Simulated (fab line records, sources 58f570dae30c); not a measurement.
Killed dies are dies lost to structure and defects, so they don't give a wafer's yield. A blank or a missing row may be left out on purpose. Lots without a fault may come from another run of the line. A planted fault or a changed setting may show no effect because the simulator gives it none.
One fault seen from 2 desks | flow berkeley_cmos170 | each desk has only its own numbers; what lay behind them comes last

THE METROLOGY DESK
What the gauges read, lot by lot, whatever tool the lot ran on: means of the sampled wafers that have a number. A lot is out of limits, marked OUT, if its mean lies more than 4 standard deviations from the usual mean; the brackets give that distance.
Columns: A = PLDD_TW at UCB170_PLDD_TW_MEAS_11, usual 1013; B = PLDD_RS at UCB170_SDANNEAL_RS_MEAS_04, usual 1036 ohm/sq
lot  | first seen here | A    | B
L266 | day 6 16:02     | 996  | 1037
L265 | day 6 16:19     | 994  | 1042
L267 | day 6 16:32     | 1023 | 1032
L269 | day 7 06:38     | 1021 | 1033
L268 | day 7 07:11     | 1019 | 1037
L274 | day 8 09:07     | 970  | 1109 (+24) OUT
L277 | day 8 23:16     | 1019 | 1036
L280 | day 9 14:58     | 1020 | 1039
L279 | day 9 15:08     | 1023 | 1033
L283 | day 9 23:19     | 1021 | 1040
L282 | day 9 23:34     | 1024 | 1032
L285 | day 10 19:40    | 1016 | 1036
L288 | day 11 12:59    | 994  | 1035
This desk's finding: out of limits on L274; first on L274, day 9 03:03 (PLDD_RS at UCB170_SDANNEAL_RS_MEAS_04). In limits: L266, L265, L267, L269, L268, L277, L280, L279, L283, L282, L285, L288.

THE TOOL OWNER'S DESK: implanter-03
The tool's own readings at UCB170_PLDD_IMPLANT_09: means of the sampled wafers that have a number, for each lot that ran on this tool. A lot is out of limits, marked OUT, if its mean lies more than 4 standard deviations from the usual mean; the brackets give that distance.
Columns: A = beam_energy_keV at UCB170_PLDD_IMPLANT_09, usual 9.9998
lot  | first seen here | A
L268 | day 7 06:58     | 9.9968
L274 | day 8 08:53     | 9.9981
This desk's finding: nothing out of limits on any of the 2 lots.

PUT TOGETHER
The metrology desk could have raised an alarm at day 9 03:03, on L274.
The tool owner's desk saw nothing out of limits.
The tool owner's desk has L274 on record, within its limits.
Of the lots named, all ran UCB170_PLDD_IMPLANT_09 on implanter-03.

WHAT THE SIMULATOR HAD PUT IN
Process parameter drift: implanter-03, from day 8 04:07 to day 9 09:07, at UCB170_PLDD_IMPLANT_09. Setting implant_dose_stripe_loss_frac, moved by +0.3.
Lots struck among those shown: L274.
Hours from the fault's start to each desk's first reading out of limits: the metrology desk, 23.
